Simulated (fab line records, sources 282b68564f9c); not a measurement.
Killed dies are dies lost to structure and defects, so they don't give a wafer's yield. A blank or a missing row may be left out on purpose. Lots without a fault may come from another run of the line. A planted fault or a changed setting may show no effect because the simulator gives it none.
Which tool did it? | flow rit_cmos | 15 lots, 45 wafers sampled, at 1 step of a route of 202

WHAT THE GAUGES READ, wafer by wafer
The record holds no reading of a measuring or inspecting step that can be judged against a usual standard deviation.

WHICH TOOL RAN EACH LOT (tool, then ch and the chambers of the sampled wafers, then the start)
lot  | RIT_ACTIVE_STRIP_14
L833 | plasma_asher-01 ch 0,1, day 1 14:58
L834 | plasma_asher-01 ch 0,1, day 1 20:09
L835 | plasma_asher-03 ch 0,1, day 2 00:50
L836 | plasma_asher-03 ch 0,1, day 2 05:50
L838 | plasma_asher-01 ch 1, day 2 16:02
L840 | plasma_asher-04 ch 0,1, day 3 04:42
L841 | plasma_asher-03 ch 0,1, day 3 09:39
L844 | plasma_asher-04 ch 0,1, day 3 22:08
L845 | plasma_asher-04 ch 0,1, day 4 03:06
L846 | plasma_asher-01 ch 0,1, day 4 07:58
L849 | plasma_asher-01 ch 0,1, day 4 23:05
L852 | plasma_asher-01 ch 0,1, day 5 14:10
L853 | plasma_asher-01 ch 0,1, day 5 20:41
L854 | plasma_asher-01 ch 0,1, day 6 01:02
L855 | plasma_asher-03 ch 0,1, day 6 06:38
- RIT_ACTIVE_STRIP_14: strips in O2, time 180 s.

WHAT THE TOOLS THEMSELVES READ (means of the sampled wafers that have a number; where no wafer has one, the mark that the record gives instead)
RIT_ACTIVE_STRIP_14.
lot  | tool            | chamber_pressure_mTorr (mTorr) | drypump_motor_current_A (A)
L833 | plasma_asher-01 | 4000                           | 6.1
L834 | plasma_asher-01 | 3998                           | 6.1
L835 | plasma_asher-03 | 4001                           | 5.5
L836 | plasma_asher-03 | 4004                           | 5.5
L838 | plasma_asher-01 | 4001                           | 6.3
L840 | plasma_asher-04 | 3999                           | 6.2
L841 | plasma_asher-03 | 3999                           | 5.5
L844 | plasma_asher-04 | 4001                           | 6.1
L845 | plasma_asher-04 | 4000                           | 6.2
L846 | plasma_asher-01 | 4001                           | 5.9
L849 | plasma_asher-01 | 4000                           | 5.9
L852 | plasma_asher-01 | -                              | -
L853 | plasma_asher-01 | -                              | -
L854 | plasma_asher-01 | -                              | -
L855 | plasma_asher-03 | 3998                           | 5.3

THE ANSWER, worked out from the rows above alone
Rule: what is usual is taken from the lots themselves. Put in order of their means at a reading, lots are off if they are a third of the lots or fewer, leave a main group of 4 or more, and stand apart from it by a gap of 3 or more times the standard deviation of the main group's means; of several such gaps the widest counts. A main group whose means are all the same, to the digits that the tables above print for the reading, isn't used. A lot without any number at a reading at which 4 lots or more have one is off too. The other lots that the step has rows for count as sound. The gauges are gone through in route order, then the tools' own readings, and for those a lot's mean is taken as printed above. The first step at which some lot is off is used, and at that step the reading that is off furthest; a lot without a number counts as furthest.
Off: L852, L853, L854, at RIT_ACTIVE_STRIP_14 (chamber_pressure_mTorr). Without a number there: L852, L853, L854. The main group: mean 4000 mTorr, standard deviation 1.6.
A tool fits if, at that step or a process step before it, it ran every lot that is off, and no sound lot after the first of them. One fits: plasma_asher-01 at RIT_ACTIVE_STRIP_14. Its last sound lot is L849 (day 4 23:05), its first lot that is off L852 (day 5 14:10): a fault that began between those two fits.
Blank at RIT_ACTIVE_STRIP_14 on the lots that are off, where sound lots have numbers: chamber_pressure_mTorr, drypump_motor_current_A.

WHAT THE SIMULATOR HAD PUT IN
Skipped step whole: plasma_asher-01, from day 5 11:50 on, at RIT_ACTIVE_STRIP_14. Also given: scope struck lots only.
Lots struck among those shown: L852, L853, L854. The rule above found the same.
